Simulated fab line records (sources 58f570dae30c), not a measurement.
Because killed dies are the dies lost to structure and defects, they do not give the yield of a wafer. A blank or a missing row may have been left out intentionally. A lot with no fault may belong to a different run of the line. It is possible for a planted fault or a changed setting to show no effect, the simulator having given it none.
Chamber matching || flow berkeley cmos170 || UCB170_WELLDRIVE_WET_ETCH_04 on wet bench-03: 3 sister chambers
The step etches SiO2 in BOE, time 120 s. 6 wafers are shown with their chamber, then 7 later ones without.

## WAFERS WITH THEIR CHAMBER
{"wafer": "L324.4", "chamber": 1, "bath heat duty pct (%)": 8.1}
{"wafer": "L324.5", "chamber": 1, "bath heat duty pct (%)": 7.7}
{"wafer": "L338.5", "chamber": 2, "bath heat duty pct (%)": 6.4}
{"wafer": "L338.6", "chamber": 2, "bath heat duty pct (%)": 6.3}
{"wafer": "L339.1", "chamber": 3, "bath heat duty pct (%)": 4.9}
{"wafer": "L339.5", "chamber": 3, "bath heat duty pct (%)": 5.4}

## WAFERS WITH NO CHAMBER GIVEN
{"wafer": "L339.6", "bath heat duty pct (%)": 5.1}
{"wafer": "L342.1", "bath heat duty pct (%)": 5.0}
{"wafer": "L342.2", "bath heat duty pct (%)": 5.3}
{"wafer": "L342.4", "bath heat duty pct (%)": 6.4}
{"wafer": "L343.1", "bath heat duty pct (%)": 6.7}
{"wafer": "L343.3", "bath heat duty pct (%)": 6.2}
{"wafer": "L343.4", "bath heat duty pct (%)": 6.1}

## WHICH CHAMBER EACH WENT THROUGH
{"wafer": "L339.6", "from the rows above": 3, "in truth": 3}
{"wafer": "L342.1", "from the rows above": 3, "in truth": 3}
{"wafer": "L342.2", "from the rows above": 3, "in truth": 3}
{"wafer": "L342.4", "from the rows above": 2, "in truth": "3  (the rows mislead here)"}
{"wafer": "L343.1", "from the rows above": 2, "in truth": 2}
{"wafer": "L343.3", "from the rows above": 2, "in truth": 2}
{"wafer": "L343.4", "from the rows above": 2, "in truth": 2}
6 of 7 placed correctly. Left unplaced by these rows: 0. Wrongly placed: 1.
How it was worked out, from the rows above alone: a wafer's distance from a chamber is the root of the sum, over the readings, of the square of ((its reading less the chamber's mean) divided by the reading's scatter). The wafer belongs to the nearest chamber; if the next one is less than 2 further off, it can't be placed. A chamber's mean is the mean of its shown wafers. The scatter is the square root of a quotient: the sum, over the shown wafers, of each reading's squared deviation from its chamber's mean, divided by wafers minus chambers.
